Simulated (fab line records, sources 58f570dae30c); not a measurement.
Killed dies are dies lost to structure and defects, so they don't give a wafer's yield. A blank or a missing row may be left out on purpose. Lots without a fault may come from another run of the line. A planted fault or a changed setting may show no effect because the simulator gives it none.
Which tool did it? | flow berkeley_cmos170 | 7 lots, 21 wafers sampled, at 2 steps of a route of 331

WHAT THE GAUGES READ, wafer by wafer
UCB170_M1_RS_MEAS_01: measures by four-point-probe.
lot  | measured     | on            | M1_AL_RS (ohm/sq)
L421 | day 7 09:32  | film_metro-01 | 0.0477 0.0481 0.0483
L426 | day 7 22:11  | film_metro-02 | 0.0494 0.0490 0.0496
L425 | day 8 01:16  | film_metro-04 | 0.0486 0.0481 0.0485
L427 | day 8 11:38  | film_metro-01 | 0.0485 0.0481 0.0483
L436 | day 10 05:16 | film_metro-02 | 0.0374 0.0375 0.0373
L439 | day 10 18:08 | film_metro-04 | 0.0481 0.0482 0.0475
L443 | day 11 21:18 | film_metro-02 | 0.0486 0.0487 0.0488

WHICH TOOL RAN EACH LOT (tool, then ch and the chambers of the sampled wafers, then the start)
lot  | UCB170_M1_SPUTTER_00
L421 | pvd_sputter-02, day 7 09:26
L426 | pvd_sputter-01, day 7 22:08
L425 | pvd_sputter-01, day 8 01:12
L427 | pvd_sputter-03, day 8 11:31
L436 | pvd_sputter-03, day 10 05:12
L439 | pvd_sputter-01, day 10 18:05
L443 | pvd_sputter-02, day 11 21:13
- UCB170_M1_SPUTTER_00: material Al, target thk 600 nm, time 80 s.

THE ANSWER, worked out from the rows above alone
Rule: what is usual is taken from the lots themselves. Put in order of their means at a reading, lots are off if they are a third of the lots or fewer, leave a main group of 4 or more, and stand apart from it by a gap of 3 or more times the standard deviation of the main group's means; of several such gaps the widest counts. A main group whose means are all the same, to the digits that the tables above print for the reading, isn't used. A lot without any number at a reading at which 4 lots or more have one is off too. The other lots that the step has rows for count as sound.
Off: L436, at UCB170_M1_RS_MEAS_01 (M1_AL_RS). The main group: mean 0.0485 ohm/sq, standard deviation 0.00047.
A tool fits if, at a process step before that reading, it ran every lot that is off, and no sound lot after the first of them. The gauges at UCB170_M1_RS_MEAS_01 are tried like those tools. One fits: pvd_sputter-03 at UCB170_M1_SPUTTER_00. Its last sound lot is L427 (day 8 11:31), its first lot that is off L436 (day 10 05:12): a fault that began between those two fits.

WHAT THE SIMULATOR HAD PUT IN
Process parameter drift: pvd_sputter-03, from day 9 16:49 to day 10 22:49, at UCB170_M1_SPUTTER_00. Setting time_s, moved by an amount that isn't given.
Lots struck among those shown: L436. The rule above found the same.
